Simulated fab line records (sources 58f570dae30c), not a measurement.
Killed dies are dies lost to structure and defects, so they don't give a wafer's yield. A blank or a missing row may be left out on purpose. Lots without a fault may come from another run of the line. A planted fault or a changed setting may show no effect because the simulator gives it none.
What tool caused it? ; flow berkeleyCmos170 ; 7 lots with 21 wafers sampled at 2 steps, on a route of 331 steps

WHAT EACH GAUGE READ, for each wafer
UCB170_PWELL_TW_MEAS_17.
lot;measured;on;PWELL_TW
L317;day 3 01:23;filmMetro-01;379 378 377
L319;day 3 18:33;filmMetro-04;319 320 320
L322;day 4 09:12;filmMetro-02;375 378 375
L324;day 4 22:27;filmMetro-04;385 384 388
L331;day 6 00:38;filmMetro-02;375 377 376
L336;day 7 03:40;filmMetro-02;378 379 380
L338;day 7 15:21;filmMetro-01;378 377 379

TOOL THAT RAN EACH LOT (tool first, then ch and the chambers of the sampled wafers, then the start)
lot;UCB170_PWELL_IMPLANT_15
L317;implanter-04 ch 0, day 3 01:10
L319;implanter-03 ch 0, day 3 18:18
L322;implanter-04 ch 0, day 4 08:56
L324;implanter-02 ch 0, day 4 22:12
L331;implanter-04 ch 0, day 6 00:23
L336;implanter-02 ch 0, day 7 03:25
L338;implanter-03 ch 0, day 7 15:08
- UCB170_PWELL_IMPLANT_15

THE ANSWER, worked out from the rows above alone
Rule: what is usual is taken from the lots themselves. The widest of any qualifying gaps counts: lots, ordered by their means at a reading, are off when they make up no more than a third of the lots, leave a main group of 4 or more, and stand apart from it by 3 or more times the standard deviation of that group's means. If all means in a main group match to the digits the tables above print for the reading, that group is not used. A lot without any number at a reading at which 4 lots or more have one is off too. The other lots that the step has rows for count as sound.
Off: at UCB170_PWELL_TW_MEAS_17 (PWELL_TW), L319. For the main group the mean is 379 and the standard deviation 3.3.
A tool fits if, at a process step before that reading, it ran every lot that is off, and no sound lot after the first of them. The gauges at UCB170_PWELL_TW_MEAS_17 are tried like those tools. No candidate that was tried fits.

WHAT THE SIMULATOR HAD INSERTED
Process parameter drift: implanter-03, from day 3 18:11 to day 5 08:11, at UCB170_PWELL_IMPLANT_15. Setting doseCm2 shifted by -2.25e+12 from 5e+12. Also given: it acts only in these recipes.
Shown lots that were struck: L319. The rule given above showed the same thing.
